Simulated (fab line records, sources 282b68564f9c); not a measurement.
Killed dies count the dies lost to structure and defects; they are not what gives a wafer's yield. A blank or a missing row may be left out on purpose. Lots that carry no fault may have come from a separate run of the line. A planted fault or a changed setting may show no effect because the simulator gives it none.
fab line records -- flow rit_cmos
[record] lots = 14, wafers = 42, last_day = 7
route steps=202 shown NSD@139 M1@202
lots untouched by any fault: they come from a run of this same line in which no faults occurred
start_h: start of the lot's first displayed wafer, in hours after the record's first day -- wait_h: how many hours have passed since the lot's step before this one -- " as in the row above -- L1.1+2: a single row standing in for several wafers -- - no value, or no start was given -- * or withheld: withheld -- < > ~ a bound
route shown NAME@n: NAME is a module with steps in the file, n the number in the route of the first one -- usual: mean/standard deviation taken from wafers without a fault -- same: alike in all rows -- chamber/n: place in a boat -- sites: per-site readings -- _std_site: the values' standard deviation -- _edge_site: the outer-site mean with the inner-site mean subtracted -- radius_mm: for every site, how far away it sits from the centre of the wafer -- mask NAME#n: copy n -- behind: the most recent tool/chamber to have shaped the wafer -- hold: why the lot went on hold/how many hours it stayed there/how the hold came to an end -- device: transistor that didn't switch, given as n, p or np -- end of line: at the end of the route, the tests of the same wafers -- a step without rows: its recipe alone -- killed: not the wafer's yield, but the dies lost to structure and defects at the first sort -- map: per-die view of a wafer (x killed, . not killed, _ where there is no die)
set.NAME: the run value of the setting; set.NAME@STEP: its run value at that earlier step -- model.NAME: the simulator's own value behind a step, which no gauge read
a sample of lots followed through the steps of the route, with each step as a table and each wafer as a row
services: a tool's chamber out of use, with start hour (start_h, from the record's first day; less than 0 if before it), hours out, and reason
[[steps]]
[step RIT_NSD_IMPLANT_08]
[recipe] species = P, energy_kev = 25, dose_cm2 = 1e+15, tilt_deg = 7
[usual] beam_energy_keV = 25.002/0.0075, dose_ions_cm2 = 9.999e+14/1.1e+12, tilt_deg = 7.002/0.019
lot.wafer,tool,chamber,start_h,wait_h,beam_energy_keV,dose_ions_cm2,tilt_deg
L575.4,implanter-03,0,51.42,0.1,25.010,1.0009e+15,7.012
L575.5,implanter-03,0,51.42,0.1,25.009,1.0014e+15,7.050
L575.6,implanter-03,0,51.42,0.1,25.005,1.0003e+15,7.009
L576.1,implanter-03,0,58.15,0.1,24.991,1.0017e+15,6.993
L576.3,implanter-03,0,58.15,0.1,24.994,1.0025e+15,7.006
L576.5,implanter-03,0,58.15,0.1,24.999,1.0023e+15,7.020
L577.2,implanter-02,0,64.34,0.1,24.991,9.986e+14,7.000
L577.3,implanter-02,0,64.34,0.1,24.994,1.0012e+15,6.970
L577.5,implanter-02,0,64.34,0.1,24.985,1.0006e+15,7.012
L578.1,implanter-02,0,67.79,0.1,25.003,9.98e+14,6.993
L578.4,implanter-02,0,67.79,0.1,25.007,9.994e+14,7.002
L578.6,implanter-02,0,67.79,0.1,24.999,1.0009e+15,6.986
L581.1,implanter-02,0,82.90,0.1,25.006,1.0005e+15,7.003
L581.3,implanter-02,0,82.90,0.1,25.012,1.0013e+15,7.021
L581.6,implanter-02,0,82.90,0.1,24.995,9.993e+14,7.014
L582.4,implanter-02,0,88.70,0.1,25.002,1.0008e+15,7.025
L582.5,implanter-02,0,88.70,0.1,25.003,1.0003e+15,7.027
L582.6,implanter-02,0,88.70,0.1,24.996,9.998e+14,6.992
L583.1,implanter-04,0,92.05,0.1,24.986,1.001e+15,6.999
L583.3,implanter-04,0,92.05,0.1,24.997,1.0014e+15,7.014
L583.6,implanter-04,0,92.05,0.1,24.997,9.995e+14,7.006
L584.1,implanter-02,0,97.76,0.1,24.992,1.0007e+15,7.027
L584.2,implanter-02,0,97.76,0.1,24.999,9.976e+14,7.002
L584.3,implanter-02,0,97.76,0.1,25.004,9.988e+14,7.010
L585.4,implanter-03,0,102.55,0.1,25.009,1.0004e+15,6.990
L585.5,implanter-03,0,102.55,0.1,24.995,1e+15,6.991
L585.6,implanter-03,0,102.55,0.1,24.994,1.0001e+15,6.998
L586.2,implanter-02,0,112.16,0.1,25.002,9.988e+14,7.007
L586.4,implanter-02,0,112.16,0.1,24.998,9.986e+14,7.000
L586.6,implanter-02,0,112.16,0.1,25.016,9.998e+14,7.001
L587.3,implanter-02,0,114.21,0.1,25.014,1.0009e+15,7.006
L587.5,implanter-02,0,114.21,0.1,25.012,9.988e+14,6.991
L587.6,implanter-02,0,114.21,0.1,25.004,1.0007e+15,6.997
L593.3,implanter-02,0,143.84,0.1,32.506,9.978e+14,7.010
L593.5,implanter-02,0,143.84,0.1,32.513,1.0005e+15,7.014
L593.6,implanter-02,0,143.84,0.1,32.503,1.0001e+15,7.002
L594.1,implanter-02,0,147.75,0.1,32.505,9.999e+14,7.031
L594.3,implanter-02,0,147.75,0.1,32.509,1.0009e+15,7.011
L594.4,implanter-02,0,147.75,0.1,32.500,9.998e+14,7.034
L595.3,implanter-03,0,151.98,0.1,25.012,1.0019e+15,6.975
L595.4,implanter-03,0,151.98,0.1,25.002,1.0015e+15,6.983
L595.5,implanter-03,0,151.98,0.1,24.999,1.0004e+15,6.949
[step RIT_NSD_TW_MEAS_10]
[usual] NSD_TW = 3090/23
lot.wafer,tool,chamber,start_h,wait_h,NSD_TW
L575.4,film_metro-03,-,51.70,0.1,3110
L575.5,film_metro-03,-,51.70,0.1,3105
L575.6,film_metro-03,-,51.70,0.1,3113
L576.1,film_metro-03,-,58.47,0.1,3094
L576.3,film_metro-03,-,58.47,0.1,3120
L576.5,film_metro-03,-,58.47,0.1,3118
L577.2,film_metro-04,-,64.65,0.1,3070
L577.3,film_metro-04,-,64.65,0.1,3063
L577.5,film_metro-04,-,64.65,0.1,3081
L578.1,film_metro-02,-,68.11,0.1,3090
L578.4,film_metro-02,-,68.11,0.1,3081
L578.6,film_metro-02,-,68.11,0.1,3096
L581.1,film_metro-02,-,83.22,0.1,3081
L581.3,film_metro-02,-,83.22,0.1,3079
L581.6,film_metro-02,-,83.22,0.1,3076
L582.4,film_metro-02,-,88.98,0.1,3068
L582.5,film_metro-02,-,88.98,0.1,3081
L582.6,film_metro-02,-,88.98,0.1,3078
L583.1,film_metro-02,-,92.37,0.1,3087
L583.3,film_metro-02,-,92.37,0.1,3062
L583.6,film_metro-02,-,92.37,0.1,3082
L584.1,film_metro-03,-,98.08,0.1,3118
L584.2,film_metro-03,-,98.08,0.1,3116
L584.3,film_metro-03,-,98.08,0.1,3140
L585.4,film_metro-03,-,102.83,0.1,3151
L585.5,film_metro-03,-,102.83,0.1,3132
L585.6,film_metro-03,-,102.83,0.1,3123
L586.2,film_metro-03,-,112.53,0.1,3110
L586.4,film_metro-03,-,112.53,0.1,3111
L586.6,film_metro-03,-,112.53,0.1,3132
L587.3,film_metro-04,-,114.50,0.1,3079
L587.5,film_metro-04,-,114.50,0.1,3076
L587.6,film_metro-04,-,114.50,0.1,3067
L593.3,film_metro-04,-,144.13,0.1,3288
L593.5,film_metro-04,-,144.13,0.1,3283
L593.6,film_metro-04,-,144.13,0.1,3290
L594.1,film_metro-04,-,148.07,0.1,3288
L594.3,film_metro-04,-,148.07,0.1,3288
L594.4,film_metro-04,-,148.07,0.1,3285
L595.3,film_metro-04,-,152.27,0.1,3069
L595.4,film_metro-04,-,152.27,0.1,3060
L595.5,film_metro-04,-,152.27,0.1,3049
[step RIT_SDANNEAL_RS_MEAS_05]
[recipe] thk_meas_gauge = four-point-probe
[usual] NSD_RS = 84.6/0.3
lot.wafer,tool,chamber,start_h,wait_h,NSD_RS[ohm/sq]
L575.4,film_metro-04,-,53.76,0.1,84.2
L575.5,film_metro-04,-,53.76,0.1,84.3
L575.6,film_metro-04,-,53.76,0.1,84.1
L576.1,film_metro-02,-,60.62,0.1,85.0
L576.3,film_metro-02,-,60.62,0.1,84.9
L576.5,film_metro-02,-,60.62,0.1,84.7
L577.2,film_metro-04,-,66.89,0.1,84.5
L577.3,film_metro-04,-,66.89,0.1,84.5
L577.5,film_metro-04,-,66.89,0.1,84.3
L578.1,film_metro-04,-,70.16,0.1,84.4
L578.4,film_metro-04,-,70.16,0.1,84.3
L578.6,film_metro-04,-,70.16,0.1,84.3
L581.1,film_metro-04,-,85.26,0.1,84.4
L581.3,film_metro-04,-,85.26,0.1,84.4
L581.6,film_metro-04,-,85.26,0.1,84.4
L582.4,film_metro-03,-,91.24,0.1,84.8
L582.5,film_metro-03,-,91.24,0.1,84.5
L582.6,film_metro-03,-,91.24,0.1,85.0
L583.1,film_metro-04,-,94.53,0.1,84.5
L583.3,film_metro-04,-,94.53,0.1,84.3
L583.6,film_metro-04,-,94.53,0.1,84.6
L584.1,film_metro-03,-,100.11,0.1,84.8
L584.2,film_metro-03,-,100.11,0.1,84.9
L584.3,film_metro-03,-,100.11,0.1,84.7
L585.4,film_metro-04,-,105.01,0.1,84.6
L585.5,film_metro-04,-,105.01,0.1,84.9
L585.6,film_metro-04,-,105.01,0.1,84.7
L586.2,film_metro-03,-,114.57,0.1,84.8
L586.4,film_metro-03,-,114.57,0.1,84.6
L586.6,film_metro-03,-,114.57,0.1,84.6
L587.3,film_metro-02,-,116.58,0.1,84.6
L587.5,film_metro-02,-,116.58,0.1,84.6
L587.6,film_metro-02,-,116.58,0.1,84.5
L593.3,film_metro-02,-,146.32,0.1,81.8
L593.5,film_metro-02,-,146.32,0.1,81.6
L593.6,film_metro-02,-,146.32,0.1,81.8
L594.1,film_metro-03,-,150.24,0.1,81.7
L594.3,film_metro-03,-,150.24,0.1,81.8
L594.4,film_metro-03,-,150.24,0.1,82.0
L595.3,film_metro-04,-,154.56,0.1,84.9
L595.4,film_metro-04,-,154.56,0.1,85.4
L595.5,film_metro-04,-,154.56,0.1,84.8
[step RIT_M1_PROBE_99]
[usual] killed_at_M0_to_M3 = 0.0/0.16, killed_at_contacts = 0.1/0.3, killed_at_front_end = 7.1/3, killed_dies = 7.3/3, killed_open = 3.6/2, killed_short = 3.5/1.9
[same] gross_dies = 264, killed_at_M4_up = 0, killed_at_back_side = 0, killed_at_other = 0
lot.wafer,tool,chamber,start_h,wait_h,killed_at_M0_to_M3,killed_at_contacts,killed_at_front_end,killed_dies,killed_open,killed_short
L593.3,prober-02,-,154.16,0.2,0,0,6,6,3,3
L593.5,prober-02,-,154.26,0.2,0,0,4,4,3,1
L593.6,prober-02,-,154.31,0.2,0,2,7,9,4,5
// killed by level:class
L593.3 GATE:geometric_particle:open=2 GATE:geometric_particle:short=2 SPACER:geometric_particle:open=1 SILICIDE:geometric_particle:short=1
L593.5 GATE:geometric_particle:open=1 GATE:geometric_particle:short=1 SPACER:geometric_particle:open=1 SILICIDE:geometric_particle:open=1
L593.6 GATE:geometric_particle:open=3 CONTACT:geometric_particle:short=2 FOX1:geometric_particle:short=1 GATE:geometric_particle:short=1 SILICIDE:geometric_particle:short=1 SILICIDE:geometric_particle:open=1
[[services]]
tool,chamber,start_h,hours,kind
implanter-02,-,40.80,2.6,repair
implanter-02,-,148.88,6.1,repair
[[key]]
[first_sign] step = RIT_NSD_IMPLANT_08, reading = beam_energy_keV, direction = up, sigmas = 99+, usual = 25.002, struck = 32.506
[effect] step = RIT_NSD_TW_MEAS_10, reading = NSD_TW, direction = up, sigmas = 8.4, usual = 3090, struck = 3287
[effect] step = RIT_SDANNEAL_RS_MEAS_05, reading = NSD_RS, direction = down, sigmas = 9.1, usual = 84.6, struck = 81.8
met_at RIT_NSD_IMPLANT_08
struck_lots L593,L594
tester_left_out L593,L594
onset_between 114.21 143.84
[fault] kind = process_parameter_drift, tool = implanter-02, chamber = -, onset_h = 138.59, steps = RIT_NSD_IMPLANT_08, channel = energy_kev, offset = 7.5, shape = step, end_h = 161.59, acts_in = these_recipes_only, stated = 25
// tester_left_out: of these lots the tester's yield and bins aren't shown, on N5 and GAA mostly nor the transistor test; their killed dies are dies lost to structure and defects alone, not to doping, threshold or leakage, so they don't give the yield
